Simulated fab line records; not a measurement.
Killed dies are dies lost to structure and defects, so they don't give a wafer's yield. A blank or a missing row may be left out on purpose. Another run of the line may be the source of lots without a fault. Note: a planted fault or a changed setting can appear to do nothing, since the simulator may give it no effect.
What tool caused it? -- flow berkeley_cmos170 -- 14 lots, 42 wafers sampled, at 5 steps of a route of 331

## WHAT EACH GAUGE READ, for each wafer
The record holds no reading of a measuring or inspecting step that can be judged against a usual standard deviation.

## TOOL THAT RAN EACH LOT (tool first, then ch and the chambers of the sampled wafers, then the start)
lot,UCB170_NWELL_ETCH_13,UCB170_NWELL_STRIP_15,UCB170_CONTACT_RTA_08,UCB170_CONTACT_ETCH_18,UCB170_M1_ETCH_11
L898,"rie_diel-03 ch 0,2,3, day 2 09:07","plasma_asher-03 ch 1, day 2 09:32","rtp_anneal-02 ch 0, day 7 06:56","rie_diel-04 ch 0,1,2, day 7 09:56 or earlier","rie_diel-02 ch 0,2,3, day 7 09:56"
L899,"rie_diel-01 ch 0,1, day 2 15:02","plasma_asher-03 ch 0,1, day 2 15:17","rtp_anneal-02 ch 0, day 7 08:19","rie_diel-01 ch 0,1,3, day 7 11:41 or earlier","rie_diel-03 ch 0,1,2, day 7 11:41"
L900,"rie_diel-02 ch 0,2, day 2 15:46","plasma_asher-02 ch 0,1, day 2 16:03","rtp_anneal-01 ch 0, day 7 08:20","rie_diel-01 ch 1,2, day 7 11:20 or earlier","rie_diel-04 ch 0,1,2, day 7 11:20"
L901,"rie_diel-02 ch 0,2, day 2 21:25","plasma_asher-03 ch 0,1, day 2 21:40","rtp_anneal-01 ch 0, day 7 06:31","rie_diel-01 ch 2,3, day 7 09:29 or earlier","rie_diel-03 ch 0,2,3, day 7 09:29"
L902,"rie_diel-02 ch 0,1,2, day 3 07:23","plasma_asher-03 ch 0,1, day 3 07:40","rtp_anneal-01 ch 0, day 8 09:02","rie_diel-03 ch 1,2,3, day 8 14:14 or earlier","rie_diel-02 ch 2,3, day 8 14:14"
L903,"rie_diel-03 ch 0,2,3, day 3 10:56","plasma_asher-02 ch 0,1, day 3 11:12","rtp_anneal-01 ch 0, day 8 12:23","rie_diel-04 ch 0,1,2, day 8 17:41 or earlier","rie_diel-04 ch 1,2,3, day 8 17:41"
L904,"rie_diel-03 ch 0,2,3, day 3 16:56","plasma_asher-02 ch 0, day 3 17:11","rtp_anneal-02 ch 0, day 8 12:23","rie_diel-03 ch 1,2,3, day 8 17:14 or earlier","rie_diel-02 ch 0,1,2, day 8 17:14"
L905,"rie_diel-01 ch 1,2,3, day 4 03:22","plasma_asher-02 ch 0,1, day 4 03:38","rtp_anneal-02 ch 0, day 8 21:05","rie_diel-03 ch 2,3, day 9 00:17 or earlier","rie_diel-03 ch 0,1,2, day 9 00:17"
L912,"rie_diel-03 ch 0,1,3, day 5 01:37","plasma_asher-03 ch 0,1, day 5 01:52","rtp_anneal-02 ch 0, day 9 23:44","rie_diel-01 ch 0,2, day 10 04:37 or earlier","rie_diel-03 ch 0,1, day 10 04:37"
L913,"rie_diel-03 ch 0,1, day 5 14:33","plasma_asher-02 ch 0,1, day 5 14:48","rtp_anneal-01 ch 0, day 10 02:02","rie_diel-01 ch 0,1,2, day 10 06:22 or earlier","rie_diel-04 ch 1,3, day 10 06:22"
L915,"rie_diel-02 ch 1,2, day 5 21:32","plasma_asher-02 ch 0,1, day 5 21:47","rtp_anneal-02 ch 0, day 10 13:53","rie_diel-03 ch 0,2,3, day 10 19:30 or earlier","rie_diel-04 ch 0,1, day 10 19:30"
L916,"rie_diel-02 ch 0,1, day 6 00:58","plasma_asher-02 ch 0,1, day 6 01:16","rtp_anneal-01 ch 0, day 10 13:39","rie_diel-04 ch 1,2,3, day 10 18:46 or earlier","rie_diel-02 ch 1,2, day 10 18:46"
L917,"rie_diel-01 ch 0,2, day 6 01:42","plasma_asher-03 ch 0, day 6 01:57","rtp_anneal-02 ch 0, day 10 13:38","rie_diel-03 ch 1,3, day 10 18:19 or earlier","rie_diel-03 ch 2,3, day 10 18:19"
L920,"rie_diel-02 ch 0,3, day 6 21:56","plasma_asher-03 ch 0,1, day 6 22:11","rtp_anneal-02 ch 0, day 11 14:26","rie_diel-01 ch 1,3, day 11 17:18 or earlier","rie_diel-04 ch 0,1,3, day 11 17:18"
- UCB170_NWELL_ETCH_13: etches Si3N4 in CH3F/Ar/O2, stops on SiO2, target depth 246.4 nm, time 154 s.
- UCB170_NWELL_STRIP_15: strips in O2.
- UCB170_CONTACT_RTA_08: time 10 s.
- UCB170_CONTACT_ETCH_18: etches PSG in CHF3/CF4/Ar, stops on TiSi2, target depth 840 nm, time 195 s.
- UCB170_M1_ETCH_11: etches BARC in N2/H2.

## AS READ BY THE TOOLS THEMSELVES (means over the sampled wafers that have a number; for cases with no such wafer, the mark the record gives instead)
UCB170_NWELL_ETCH_13. Usual: drypump_motor_current_A 5.9 A, standard deviation 0.45; oes_product_au 0.934 a.u., standard deviation 0.013; throttle_valve_pct 8.05 %, standard deviation 0.06.
lot,tool,drypump_motor_current_A (A),oes_product_au (a.u.),throttle_valve_pct (%),flag
L898,rie_diel-03,6.0,0.936,8.04,
L899,rie_diel-01,5.2,0.934,8.14,
L900,rie_diel-02,6.1,0.940,8.01,
L901,rie_diel-02,6.2,0.928,8.03,
L902,rie_diel-02,6.0,0.941,8.06,
L903,rie_diel-03,5.9,0.944,8.04,
L904,rie_diel-03,6.0,0.942,8.04,
L905,rie_diel-01,5.7,0.923,8.04,
L912,rie_diel-03,5.9,0.891,8.02,OFF
L913,rie_diel-03,6.1,0.891,8.03,OFF
L915,rie_diel-02,5.9,0.940,8.11,
L916,rie_diel-02,5.8,0.942,8.03,
L917,rie_diel-01,5.2,0.933,8.13,
L920,rie_diel-02,5.6,0.938,8.04,

UCB170_NWELL_STRIP_15. Usual: drypump_motor_current_A 6.0 A, standard deviation 0.36; oes_product_au 0.721 a.u., standard deviation 0.0043; strip_time_to_endpoint_s 18.04 s, standard deviation 0.085.
lot,tool,drypump_motor_current_A (A),oes_product_au (a.u.),strip_time_to_endpoint_s (s),flag
L898,plasma_asher-03,6.3,0.725,17.99,
L899,plasma_asher-03,6.2,0.724,17.99,
L900,plasma_asher-02,5.7,0.722,17.96,
L901,plasma_asher-03,6.2,0.721,18.08,
L902,plasma_asher-03,6.2,0.715,18.05,
L903,plasma_asher-02,6.0,0.721,18.01,
L904,plasma_asher-02,5.5,0.718,18.11,
L905,plasma_asher-02,5.7,0.722,18.19,
L912,plasma_asher-03,6.1,0.721,17.70,OFF
L913,plasma_asher-02,6.0,0.716,17.79,
L915,plasma_asher-02,5.7,0.718,17.96,
L916,plasma_asher-02,6.0,0.719,18.10,
L917,plasma_asher-03,6.1,0.723,18.01,
L920,plasma_asher-03,6.2,0.721,18.05,

UCB170_CONTACT_RTA_08. Usual: lamp_power_pct 25 %, standard deviation 3.8; wafer_temp_C_max 905.4, standard deviation 1.5.
lot,tool,lamp_power_pct (%),wafer_temp_C_max,flag
L898,rtp_anneal-02,29,904.5,
L899,rtp_anneal-02,29,904.2,
L900,rtp_anneal-01,21,905.4,
L901,rtp_anneal-01,21,906.9,
L902,rtp_anneal-01,21,906.8,
L903,rtp_anneal-01,21,906.8,
L904,rtp_anneal-02,29,904.3,
L905,rtp_anneal-02,29,904.8,
L912,rtp_anneal-02,29,903.8,
L913,rtp_anneal-01,21,907.0,
L915,rtp_anneal-02,29,904.2,
L916,rtp_anneal-01,21,906.2,
L917,rtp_anneal-02,29,904.0,
L920,rtp_anneal-02,29,904.7,

UCB170_CONTACT_ETCH_18. Usual: drypump_motor_current_A 5.7 A, standard deviation 0.5; oes_product_au 0.890 a.u., standard deviation 0.014; throttle_valve_pct 6.91 %, standard deviation 0.091.
lot,tool,drypump_motor_current_A (A),oes_product_au (a.u.),throttle_valve_pct (%),flag
L898,rie_diel-04,5.8,0.898,6.89,
L899,rie_diel-01,5.4,0.884,6.94,
L900,rie_diel-01,5.7,0.884,6.95,
L901,rie_diel-01,5.5,0.890,6.88,
L902,rie_diel-03,6.2,0.883,6.88,
L903,rie_diel-04,5.8,0.899,6.91,
L904,rie_diel-03,6.2,0.881,6.88,
L905,rie_diel-03,6.3,0.890,6.89,
L912,rie_diel-01,5.0,0.885,7.00,
L913,rie_diel-01,5.4,0.887,6.97,
L915,rie_diel-03,6.0,0.900,6.90,
L916,rie_diel-04,5.6,0.907,6.82,
L917,rie_diel-03,6.1,0.886,6.88,
L920,rie_diel-01,5.7,0.869,6.87,

UCB170_M1_ETCH_11. Usual: drypump_motor_current_A 5.9 A, standard deviation 0.4; oes_product_au 0.995 a.u., standard deviation 0.02; throttle_valve_pct 13.27 %, standard deviation 0.099.
lot,tool,drypump_motor_current_A (A),oes_product_au (a.u.),throttle_valve_pct (%),flag
L898,rie_diel-02,5.9,0.998,13.35,
L899,rie_diel-03,6.1,0.982,13.27,
L900,rie_diel-04,5.8,0.995,13.25,
L901,rie_diel-03,6.0,0.995,13.26,
L902,rie_diel-02,6.1,0.992,13.38,
L903,rie_diel-04,5.6,1.010,13.13,
L904,rie_diel-02,6.0,0.992,13.31,
L905,rie_diel-03,6.2,0.969,13.25,
L912,rie_diel-03,5.9,0.979,13.27,
L913,rie_diel-04,5.5,1.034,13.11,
L915,rie_diel-04,6.0,1.009,13.23,
L916,rie_diel-02,5.9,1.001,13.31,
L917,rie_diel-03,6.0,1.016,13.20,
L920,rie_diel-04,5.7,1.020,13.24,

## THE ANSWER, worked out from the rows above alone
Rule: take the mean of a lot's wafers that have a number; if it is more than 3 standard deviations from the usual mean, the lot is off. Also off: a lot with no number at a reading for which 4 or more lots have one. All remaining lots with rows at the step are treated as sound. After the gauges, taken in route order, come the tools' own readings; for these a lot's mean is taken, as printed above. At the first step where some lot is off, the reading lying furthest off is the one used; lots without a number count as furthest.
Off at UCB170_NWELL_ETCH_13 (oes_product_au): L912, L913.
A tool fits if, at that step or a process step before it, it ran every lot that is off, and no sound lot after the first of them. One fits: UCB170_NWELL_ETCH_13 on rie_diel-03. A fault onset in the window from L904 (day 3 16:56, its last sound lot) to L912 (day 5 01:37, its first lot off) fits.
On the lots that are off, the tool's own readings at UCB170_NWELL_ETCH_13 differ by more than 5 times the standard deviation of the sound lots' means, which bears it out; oes_product_au reads 0.891 a.u. there versus 0.937 a.u. on the sound lots.

## WHAT WAS PUT IN BY THE SIMULATOR
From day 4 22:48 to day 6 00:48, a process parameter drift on rie_diel-03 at UCB170_NWELL_ETCH_13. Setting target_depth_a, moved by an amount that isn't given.
Struck lots among those shown: L912, L913. The rule above reached the same finding.
